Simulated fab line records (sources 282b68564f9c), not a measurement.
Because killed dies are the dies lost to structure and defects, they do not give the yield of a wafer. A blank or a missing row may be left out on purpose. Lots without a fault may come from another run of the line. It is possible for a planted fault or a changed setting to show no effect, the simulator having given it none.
Problem report in the 8D (eight disciplines) form, filled by code | flow rit cmos | the parts of the form that need people (team, actions taken, sign-off) are left out

## 1. WHAT IS WRONG
Wafers without a fault read 0.0, standard deviation 0.2; killed_at_M0_to_M3 at RIT_M1_PROBE_99 reads a mean of 24.2 on 6 wafers belonging to 2 lots. That is +99 or more standard deviations from the usual mean.
First seen on wafer L290.1, day 6 06:59, on prober-01. The record holds 18 wafers of 6 lots with a number at this step. By rule, "out" or "out of limits" means more than 4 standard deviations away from the usual mean. The rest of the wafers with a number are treated as sound.

## 2. WHAT IT IS AND WHAT IT IS NOT
question                    | is                                                                                                      | is not
which readings at this step | killed_at_M0_to_M3, defect limited yield, killed dies, sort_bin_5_function, sort n pass, sort yield pct | killed at front end, killed open, killed short
which lots                  | L290, L293                                                                                              | L277, L281, L297, L300
which wafers of those lots  | all that have a number                                                                                  | -
read on which tools         | prober-01, prober-02                                                                                    | -
when                        | from day 6 06:59                                                                                        | up to then (6 sound wafers); but 6 sound wafers of L297, L300 came after

## 3. WHAT RULES OUT EACH SUSPECT
Counting: a tool at any process step up to the reading remains a suspect when it ran all the lots that are out and ran no sound lot after the first of those.
- rie metal-02 at RIT_M1_METAL_ETCH_12 (etches Al in Cl2/BCl3, stops on SiO2, time 165 s, target depth 600 nm): kept. All lots that are out passed through it, beginning with L290 at day 6 04:44, and no sound lot followed; its final sound lot before that point was L281 at day 4 08:23.
The count leaves rie metal-02 at RIT_M1_METAL_ETCH_12.

## 4. THE CAUSE (what the simulator had put in)
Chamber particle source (rie metal-02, RIT_M1_METAL_ETCH_12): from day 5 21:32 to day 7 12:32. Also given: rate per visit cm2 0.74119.
Only this tool survived the counting.

## 5. THE EFFECT CHAIN, in route order
Rows list readings where the struck wafers' mean (over those with a number) sits beyond 3 standard deviations from the usual. Only readings for which the record gives a usual standard deviation are gone through. hours: the time from each lot's start at the first step in this table that gives one to its start at this step, as a median over the lots. sigmas: the change in usual standard deviations.
hours | step            | reading              | usual  | on struck wafers | change | sigmas
0     | RIT_M1_PROBE_99 | defect limited yield | 97.7 % | 89.2             | -8.5   | -7.1
0     | RIT_M1_PROBE_99 | killed_at_M0_to_M3   | 0.0    | 24.2             | +24.2  | +99 or more
0     | RIT_M1_PROBE_99 | killed dies          | 6      | 29               | +23    | +7.3
0     | RIT_M1_PROBE_99 | killed on rim        | 1.6    | 8.0              | +6.4   | +4.6
0     | RIT_M1_PROBE_99 | sort_bin_3_pad_short | 0.1 %  | 1.6              | +1.5   | +7.4
0     | RIT_M1_PROBE_99 | sort_bin_5_function  | 1.3 %  | 7.5              | +6.2   | +7.7
0     | RIT_M1_PROBE_99 | sort n pass          | 258    | 235              | -23    | -7.3
0     | RIT_M1_PROBE_99 | sort yield pct       | 97.7 % | 89.2             | -8.5   | -7.1
Here are the process steps it includes:
- RIT_M1_PROBE_99

## 6. HOW IT WOULD HAVE BEEN CAUGHT EARLIER
In this record no reading fell out of limits until day 6 06:59, 9 hours after the fault had begun at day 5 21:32.
Tool readings at RIT_M1_METAL_ETCH_12 with a usual standard deviation given in the record: none out on any struck wafer, hence no alarm at a limit of 4 standard deviations on them.
Of the lots that are out (2), L293 began RIT_M1_METAL_ETCH_12 on rie metal-02 after day 6 06:59. A tool hold placed at that time would have kept it from harm.
